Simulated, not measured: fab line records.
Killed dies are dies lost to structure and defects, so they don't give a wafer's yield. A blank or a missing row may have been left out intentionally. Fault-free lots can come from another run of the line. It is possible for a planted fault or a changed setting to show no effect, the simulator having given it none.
8D (eight disciplines) problem report, filled in by code	flow rit cmos	the parts of the form that need people (team, actions taken, sign-off) are left out

== 1. WHAT IS WRONG ==
M1_AL_RS at RIT_M1_RS_MEAS_01 reads a mean of 0.0655 ohm/sq on 1 wafer of 1 lot; wafers without a fault read 0.0733 ohm/sq with a standard deviation of 0.00083. Relative to the usual mean, that is a shift of -9.4 standard deviations.
The step: measures by four-point-probe.
First seen on wafer L291.6, day 4 17:38, on film metro-02. At this step, 36 wafers from 12 lots have a number in the record. The rule behind "out" and "out of limits": a value lying over 4 standard deviations away from the usual mean. All remaining wafers that have a number are taken as sound.

== 2. WHAT IT IS, WHAT IT ISN'T ==
question	is	is not
which readings at this step	M1_AL_RS	-
which lots	L291	L284, L285, L286, L296, L298, L300, L302, L304, L305, L306, L307
which wafers of those lots	L291.6	L291.1, L291.4
read on which gauges	film metro-02	film metro-01, film metro-03
when	from day 4 17:38	up to then (11 sound wafers); but 24 sound wafers of L296, L298, L300, L302, L304, L305, L306, L307 came after

== 3. SUSPECTS, AND WHAT RULES EACH OUT ==
Counting: any tool at a process step up to the reading remains a suspect provided it ran every lot that is out. Sound lots after the first of them don't rule it out here, since some wafers of a struck lot are sound.
- the gauge at RIT_M1_RS_MEAS_01: ruled out. All the wafers that are out were read on film metro-02, but those of them that RIT_M1_METAL_ETCH_12 has rows for are out there too, on other tools.
- pvd sputter-04 at RIT_M1_SPUTTER_00 (material Al, target thk 400 nm, time 500 s): kept. It ran the lot that is out, L291 (day 4 17:20); its last sound lot up to then is L286 (day 3 21:53).
Remaining after the count: pvd sputter-04 at RIT_M1_SPUTTER_00.

== 4. THE CAUSE (what the simulator had put in) ==
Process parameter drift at RIT_M1_SPUTTER_00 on pvd sputter-04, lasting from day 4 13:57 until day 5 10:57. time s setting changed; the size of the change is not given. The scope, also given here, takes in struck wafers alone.
After counting, this tool was the only one left.

== 5. THE EFFECT CHAIN, in route order ==
Each row: a reading where the mean over the struck wafers with a number is more than 3 standard deviations away from the usual. Only readings for which the record gives a usual standard deviation are gone through. hours: the time from each lot's start at the first step in this table that gives one to its start at this step, as a median over the lots. sigmas: the change in usual standard deviations.
hours	step	reading	usual	on struck wafers	change	sigmas
0	RIT_M1_RS_MEAS_01	M1_AL_RS	0.0733 ohm/sq	0.0655	-0.0078	-9.4
0	RIT_M1_THK_MEAS_02	M1_AL_THK	395 nm	445	+50	+11
1	RIT_M1_METAL_ETCH_12	oes product au	0.784 a.u.	0.847	+0.063	+5.7
Here are the process steps it includes:
- RIT_M1_METAL_ETCH_12: etches Al in Cl2/BCl3, stops on SiO2, time 165 s, target depth 600 nm.

== 6. WHAT WOULD HAVE CAUGHT IT SOONER ==
4 hours passed between the start of the fault at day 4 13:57 and the first reading out of limits at a measuring or inspecting step in this record, taken at day 4 17:38.
Of the tool readings at RIT_M1_SPUTTER_00 for which the record gives a usual standard deviation, none was out on any struck wafer, so an alarm limit of 4 standard deviations on them would not have fired.
All the lots that are out (1) had begun RIT_M1_SPUTTER_00 on pvd sputter-04 by day 4 17:38. A hold on the tool at that time would have spared none of them.
